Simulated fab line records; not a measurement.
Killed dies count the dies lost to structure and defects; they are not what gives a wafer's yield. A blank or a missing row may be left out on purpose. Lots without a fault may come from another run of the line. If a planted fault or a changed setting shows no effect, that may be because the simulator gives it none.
Code-filled problem report in 8D (eight disciplines) form	flow rit_cmos	the parts of the form that need people (team, actions taken, sign-off) are left out

== 1. WHAT WENT WRONG ==
heater_power_total_W at RIT_NWELL_HARDBAKE_07 reads a mean of 51.13 W on 6 wafers of 2 lots; wafers without a fault read 52.03 W with a standard deviation of 0.061. That is -15 standard deviations from the usual mean.
The step: time 120 s.
First seen on wafer L546.3, day 4 03:17, on litho_track-03. At this step, 42 wafers from 14 lots have a number in the record. By rule, "out" or "out of limits" means more than 4 standard deviations away from the usual mean. The other wafers with a number count as sound.

== 2. WHAT IT IS, AND WHAT IT ISN'T ==
question	is	is not
which readings at this step	heater_power_total_W, plate_temp_C	chill_plate_temp_C, exhaust_pa
which lots	L546, L551	L535, L536, L537, L538, L539, L540, L542, L547, L549, L554, L555, L556
which wafers of those lots	all that have a number	-
read on which tools	litho_track-03	litho_track-01, litho_track-02
when	from day 4 03:17	up to then (21 sound wafers); but 15 sound wafers of L547, L549, L554, L555, L556 came after

== 3. THE SUSPECTS, EACH WITH WHAT RULES IT OUT ==
Counting: a tool stays on the suspect list if, at a process step up to the reading, it processed all lots that are out and no sound lot following the first of them.
- litho_track-03 at RIT_NWELL_HARDBAKE_07 (time 120 s): kept. It ran every lot that is out, first L546 (day 4 03:17), and no sound lot after that; its last sound lot up to then is L542 (day 3 07:56). Out on those wafers are its own readings of heater_power_total_W, plate_temp_C.
Remaining after the count: litho_track-03 at RIT_NWELL_HARDBAKE_07.

== 4. THE CAUSE (what the simulator had put in) ==
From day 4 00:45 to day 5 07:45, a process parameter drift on litho_track-03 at RIT_NWELL_HARDBAKE_07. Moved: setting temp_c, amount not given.
The count eliminated every tool but this one.

== 5. SEQUENCE OF EFFECTS, ordered by route ==
Rows list readings where the struck wafers' mean (over those with a number) sits beyond 3 standard deviations from the usual. Only readings for which the record gives a usual standard deviation are gone through. hours: the time from each lot's start at the first step in this table that gives one to its start at this step, as a median over the lots. sigmas: the change in usual standard deviations.
hours	step	reading	usual	on struck wafers	change	sigmas
0	RIT_NWELL_HARDBAKE_07	heater_power_total_W	52.03 W	51.13	-0.90	-15
0	RIT_NWELL_HARDBAKE_07	plate_temp_C	139.99 C	138.11	-1.88	-15
It contains these process steps:
- RIT_NWELL_HARDBAKE_07: time 120 s.
At these later measuring or inspecting steps, every struck wafer for which the step has a row has a number for every such reading, and none has moved that far: RIT_GATE_THK_MEAS_09.

== 6. HOW IT WOULD HAVE BEEN CAUGHT EARLIER ==
The fault began at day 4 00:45; the first out-of-limits reading in this record came at day 4 03:17, 3 hours later.
